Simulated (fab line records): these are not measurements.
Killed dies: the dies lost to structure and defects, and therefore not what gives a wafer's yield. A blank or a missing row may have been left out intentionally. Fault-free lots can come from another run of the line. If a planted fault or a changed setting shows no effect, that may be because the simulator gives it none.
What tool caused it?	flow berkeley-cmos170	21 wafers from 7 lots sampled at 3 of the route's 331 steps

WHAT THE GAUGES SHOWED, per wafer
UCB170_GATE_THK_MEAS_05.
lot	measured	on	GATE_POLY_THK (nm)
L877	day 6 11:31	film-metro-03	216.3 212.5 214.1
L879	day 7 03:26	film-metro-03	215.0 216.4 215.2
L883	day 8 05:35	film-metro-02	212.6 212.9 211.7
L885	day 8 19:51	film-metro-03	178.4 178.6 177.4
L887	day 8 19:50	film-metro-01	177.1 176.4 178.2
L890	day 9 11:50	film-metro-03	214.7 213.6 216.6
L897	day 11 02:17	film-metro-01	214.2 215.0 214.8

TOOL THAT RAN EACH LOT (tool first, then ch and the chambers of the sampled wafers, then the start)
lot	UCB170_ACTIVE_ETCH_15	UCB170_GATE_CVD_04
L877	rie-diel-04 ch 0,2, day 4 13:03	lpcvd-01 ch 0, day 6 10:02
L879	rie-diel-04 ch 0,1,3, day 5 05:35	lpcvd-01 ch 1, day 7 02:02
L883	rie-diel-03 ch 2,3, day 6 00:33	lpcvd-02 ch 0, day 8 04:10
L885	rie-diel-02 ch 0,1,2, day 6 17:05	lpcvd-02 ch 1, day 8 17:41
L887	rie-diel-03 ch 0,1, day 6 21:13	lpcvd-02 ch 1, day 8 17:41
L890	rie-diel-04 ch 1,2,3, day 7 21:08	lpcvd-01 ch 1, day 9 10:26
L897	rie-diel-02 ch 0,1, day 9 02:00	lpcvd-02 ch 0, day 11 00:53
- UCB170_ACTIVE_ETCH_15: etches Si3N4 in CH3F/Ar/O2, stops on SiO2, target depth 242 nm, time 151 s.
- UCB170_GATE_CVD_04: deposits poly-Si from SiH4, time 1440 s, target thk 214 nm.

THE ANSWER, worked out from the rows above alone
Rule: the usual values come from the lots themselves. Put in order of their means at a reading, lots are off if they are a third of the lots or fewer, leave a main group of 4 or more, and stand apart from it by a gap of 3 or more times the standard deviation of the main group's means; of several such gaps the widest counts. Not used: any main group whose means are identical at the precision the tables above print for the reading. Also off: a lot with no number at a reading for which 4 or more lots have one. The other lots that the step has rows for count as sound.
Off: L885, L887, seen at UCB170_GATE_THK_MEAS_05 (GATE_POLY_THK). Mean 214.4 nm and standard deviation 1.1 in the main group.
A tool fits if, at a process step before that reading, it ran every lot that is off, and no sound lot after the first of them. The gauges at UCB170_GATE_THK_MEAS_05 are tried like those tools. No candidate that was tried fits.

WHAT THE SIMULATOR PUT IN
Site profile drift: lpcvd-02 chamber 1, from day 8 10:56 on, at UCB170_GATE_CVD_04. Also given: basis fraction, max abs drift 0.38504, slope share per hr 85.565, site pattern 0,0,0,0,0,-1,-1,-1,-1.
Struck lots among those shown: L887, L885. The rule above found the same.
